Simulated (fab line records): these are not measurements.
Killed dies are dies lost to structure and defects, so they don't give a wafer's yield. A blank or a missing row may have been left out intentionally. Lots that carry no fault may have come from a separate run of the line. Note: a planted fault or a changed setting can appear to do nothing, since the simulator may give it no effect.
Split-lot trial | flow berkeley cmos170 | on a route of 331 steps: 5 lots, 23 wafers read

== ABOUT THE SPLIT ==
At UCB170_M1_SPUTTER_00 (material Al, target thk 600 nm, time 80 s), the setting time s was moved away from the recipe's 80 s on 9 of the 23 wafers read, by -13.1% to -4.8%. All remaining wafers had this setting at the recipe value.

== FROM THE SPLIT TO THE READING: what the file shows between them, 5 steps ==
- UCB170_M1_RS_MEAS_01: measures by four-point-probe
- UCB170_M1_THK_MEAS_02: measures by xrf
- UCB170_M1_COAT_03
- UCB170_M1_COAT_04: resist thk 900 nm
- UCB170_M1_ETCH_11: etches BARC in N2/H2

== THE READING ==
oes product au, in a.u., at UCB170_M1_METAL_ETCH_12 (etches Al in Cl2/BCl3, stops on PSG, target depth 780 nm, time 130 s). On this fab line, fault-free wafers typically give 0.858 a.u. with a standard deviation of 0.01 a.u.

wafer  | tool, chamber at the split | time s as run, s | against the recipe | oes product au, a.u. | against lot-mates on the recipe
L075.1 | pvd sputter-03, -          | 80               | recipe             | 0.841                | -
L075.2 | pvd sputter-03, -          | 80               | recipe             | 0.859                | -
L075.4 | pvd sputter-03, -          | 76.17            | -4.8%              | 0.818                | -0.032
L075.5 | pvd sputter-03, -          | 76.17            | -4.8%              | 0.816                | -0.034
L075.6 | pvd sputter-03, -          | 76.17            | -4.8%              | 0.816                | -0.034
L078.1 | pvd sputter-03, -          | 80               | recipe             | 0.849                | -
L078.3 | pvd sputter-03, -          | 80               | recipe             | 0.862                | -
L078.4 | pvd sputter-03, -          | 70.96            | -11.3%             | 0.794                | -0.061
L078.5 | pvd sputter-03, -          | 70.96            | -11.3%             | 0.806                | -0.049
L078.6 | pvd sputter-03, -          | 70.96            | -11.3%             | 0.793                | -0.062
L080.1 | pvd sputter-02, -          | 80               | recipe             | 0.855                | -
L080.2 | pvd sputter-02, -          | 80               | recipe             | 0.858                | -
L080.4 | pvd sputter-02, -          | 80               | recipe             | 0.875                | -
L080.5 | pvd sputter-02, -          | 80               | recipe             | 0.841                | -
L080.6 | pvd sputter-02, -          | 80               | recipe             | 0.858                | -
L083.3 | pvd sputter-04, -          | 80               | recipe             | 0.858                | -
L083.4 | pvd sputter-04, -          | 80               | recipe             | 0.872                | -
L083.5 | pvd sputter-04, -          | 80               | recipe             | 0.854                | -
L084.1 | pvd sputter-03, -          | 69.53            | -13.1%             | 0.791                | -0.062
L084.2 | pvd sputter-03, -          | 80               | recipe             | 0.858                | -
L084.3 | pvd sputter-03, -          | 69.53            | -13.1%             | 0.784                | -0.069
L084.5 | pvd sputter-03, -          | 69.53            | -13.1%             | 0.796                | -0.057
L084.6 | pvd sputter-03, -          | 80               | recipe             | 0.849                | -

THE FIT
A straight line over all 23 wafers: oes product au changes by +0.00518 a.u. for each +1% of time s; r = +0.95; the points scatter about the line by 0.0098 a.u.
The same after taking each lot's own level away (the mean of its wafers on the recipe; 23 wafers): +0.00499 a.u. for each +1%; r = +0.96; scatter 0.0084 a.u.
According to that fit, moving time s by its largest amount changes the reading by 0.065 a.u.
Measured against the standard deviation above, the lots' own levels, which go from 0.8500 to 0.8613 a.u., span 1.1 times it.
Consequently the slope shifts little with the lot-to-lot level, the two slopes agreeing.
Check: -0.0673 a.u. against its lot-mates is what the line predicts for one of the wafers moved furthest among these (-13.1%) when that wafer is left out of the fit. Against them it came out at -0.0625 a.u.

== FURTHER SPLITS ON THESE WAFERS ==
These wafers also went through other splits before the reading. Each is held against what the fit with the lots' levels taken away leaves over:
other split on the same wafers       | wafers away from the commonest value | r with oes product au (lot level and that fit taken away)
UCB170_CONTACT_CVD_01 o2 flow sccm   | 15                                   | -0.17
UCB170_CONTACT_COAT_10 resist thk nm | 6                                    | -0.40
UCB170_CONTACT_EXPOSE_12 dose mj     | 8                                    | +0.28

== THE WHOLE CHAIN: every reading that the file lists as answering this split, in the file's order ==
step                    | what it does                                                         | reading                                                                     | change (the file's fit)                   | r (the file's)
UCB170_M1_SPUTTER_00    | material Al, target thk 600 nm, time 80 s                            | Al_of_M1_SPUTTER_00.thk nm (the simulator's own value, which no gauge read) | +5.98 nm for each +1% of the setting      | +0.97
UCB170_M1_RS_MEAS_01    | measures by four-point-probe                                         | M1_AL_RS                                                                    | -0.000579 for each +1% of the setting     | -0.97
UCB170_M1_THK_MEAS_02   | measures by xrf                                                      | M1_AL_THK                                                                   | +6.28 for each +1% of the setting         | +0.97
UCB170_M1_METAL_ETCH_12 | etches Al in Cl2/BCl3, stops on PSG, target depth 780 nm, time 130 s | oes product au                                                              | +0.00509 a.u. for each +1% of the setting | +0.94

== THE FILE'S OWN FIT ==
oes product au changes by +0.00509 a.u. for each +1% of time s, r = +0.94.
